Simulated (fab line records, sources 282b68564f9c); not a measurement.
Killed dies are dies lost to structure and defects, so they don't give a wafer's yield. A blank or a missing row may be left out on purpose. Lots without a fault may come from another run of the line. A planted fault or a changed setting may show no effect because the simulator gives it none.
One fault seen from 2 desks | flow rit_cmos | each desk has only its own numbers; what lay behind them comes last

THE METROLOGY DESK
What the gauges read, lot by lot, whatever tool the lot ran on: means of the sampled wafers that have a number. A lot is out of limits, marked OUT, if its mean lies more than 4 standard deviations from the usual mean; the brackets give that distance.
Columns: A = NRETRO_OVL at RIT_NRETRO_OVL_MEAS_06, usual -0.5 nm; B = NRETRO_TW at RIT_NRETRO_TW_MEAS_10, usual 1057; C = PRETRO_OVL at RIT_PRETRO_OVL_MEAS_06, usual -0.5 nm
lot  | first seen here | A    | B    | C
L281 | day 4 15:24     | 0.2  | 1072 | 0.4
L282 | day 5 04:00     | -0.5 | 1068 | -3.0
L286 | day 5 19:28     | -1.4 | 1072 | 1.6
L287 | day 6 00:13     | -0.3 | 1051 | 0.6
L291 | day 6 16:08     | 1.0  | 1046 | -0.1
L293 | day 7 03:16     | -0.6 | 1046 | -1.5
This desk's finding: nothing out of limits on any of the 6 lots.

THE TOOL OWNER'S DESK: litho_track-01
The tool's own readings at RIT_PRETRO_COAT_01 (resist thk 1300 nm): means of the sampled wafers that have a number, for each lot that ran on this tool. A lot is out of limits, marked OUT, if its mean lies more than 4 standard deviations from the usual mean; the brackets give that distance.
Columns: A = spin_speed_rpm at RIT_PRETRO_COAT_01, usual 1999.9 rpm
lot  | first seen here | A
L281 | day 4 16:16     | 1830.5 (-99 or more) OUT
L282 | day 5 04:51     | 1830.0 (-99 or more) OUT
This desk's finding: out of limits on L281, L282; first on L281, day 4 16:16 (spin_speed_rpm at RIT_PRETRO_COAT_01). In limits: none.

PUT TOGETHER
The tool owner's desk could have raised an alarm at day 4 16:16, on L281, L282.
The metrology desk saw nothing out of limits.
The metrology desk has L281, L282 on record, within its limits.
Of the lots named, all ran RIT_PRETRO_COAT_01 on litho_track-01.

WHAT THE SIMULATOR HAD PUT IN
Process parameter drift: litho_track-01, from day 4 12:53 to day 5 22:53, at RIT_PRETRO_COAT_01. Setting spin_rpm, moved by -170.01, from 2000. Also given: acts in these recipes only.
Lots struck among those shown: L281, L282.
Hours from the fault's start to each desk's first reading out of limits: the tool owner's desk, 3.
